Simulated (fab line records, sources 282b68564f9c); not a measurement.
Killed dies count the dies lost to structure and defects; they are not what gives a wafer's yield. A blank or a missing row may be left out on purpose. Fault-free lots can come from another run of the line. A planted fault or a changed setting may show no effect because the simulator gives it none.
Code-filled problem report in 8D (eight disciplines) form / flow rit_cmos / the parts of the form that need people (team, actions taken, sign-off) are left out

## 1. THE PROBLEM
Wafers without a fault read 208.6 s, standard deviation 0.52; run_length_s at RIT_M1_STRIP_14 reads a mean of 238.8 s on 2 wafers belonging to 2 lots. Relative to the usual mean, that is a shift of +58 standard deviations.
The step: strips in O2, time 180 s.
First seen on wafer L215.4, day 6 14:16, on plasma_asher-02. Wafers with a number at this step in the record: 42, from 14 lots. Rule for "out", or "out of limits": more than 4 standard deviations from the usual mean. The other wafers with a number count as sound.

## 2. WHAT IT IS, AND WHAT IT ISN'T
question=which readings at this step | is=run_length_s | is not=drypump_motor_current_A
question=which lots | is=L215, L218 | is not=L201, L202, L203, L204, L206, L208, L211, L216, L219, L220, L223, L224
question=which wafers of those lots | is=L215.4, L218.5 | is not=L215.1, L215.3, L218.2, L218.6
question=read on which tools | is=plasma_asher-02 | is not=plasma_asher-01, plasma_asher-03
question=when | is=from day 6 14:16 | is not=up to then (23 sound wafers); but 17 sound wafers of L216, L218, L219, L220, L223, L224 came after

## 3. THE SUSPECTS, EACH WITH WHAT RULES IT OUT
Counting: if a tool at a process step up to the reading ran every lot that is out, it stays a suspect. Sound lots after the first of them don't rule it out here, since some wafers of a struck lot are sound.
- plasma_asher-02 at RIT_PLDD_STRIP_09 (strips in O2, time 180 s): kept. It processed each lot that is out (first: L215, day 6 01:35); up to then, its last sound lot is L211 (day 4 23:17).
- plasma_asher-02 at RIT_M1_STRIP_14 (strips in O2, time 180 s): kept. It processed each lot that is out (first: L215, day 6 14:16); up to then, its last sound lot is L203 (day 3 18:13). Its own readings are out on those wafers: run_length_s.
- The sound lot-mates ran in chamber 0 of plasma_asher-02 at RIT_M1_STRIP_14, but the wafers that are out ran in chamber 1.
Left after counting: plasma_asher-02 at RIT_PLDD_STRIP_09, plasma_asher-02 at RIT_M1_STRIP_14.

## 4. THE CAUSE (what the simulator had put in)
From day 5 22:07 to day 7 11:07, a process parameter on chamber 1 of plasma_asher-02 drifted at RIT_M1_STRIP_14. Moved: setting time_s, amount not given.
Counting leaves 2 suspects; this tool is one of them.

## 5. THE CHAIN OF EFFECTS, in route order
Rows list readings where the struck wafers' mean (over those with a number) sits beyond 3 standard deviations from the usual. Scope: only readings with a usual standard deviation given in the record; hours: median across lots of the time from each lot's start at the first step in this table that gives one to its start at this step; sigmas: change in usual standard deviations.
hours=0; step=RIT_M1_STRIP_14; reading=run_length_s; usual=208.6 s; on struck wafers=238.8; change=+30.2; sigmas=+58
The process steps in it:
- RIT_M1_STRIP_14: strips in O2, time 180 s.
Later measuring or inspecting steps at which every struck wafer that the step has a row for has a number for every such reading, and none has moved that far: RIT_M1_CD_MEAS_90.

## 6. HOW IT WOULD HAVE BEEN CAUGHT EARLIER
The fault began at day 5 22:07; the first out-of-limits reading in this record came at day 6 14:16, 16 hours later.
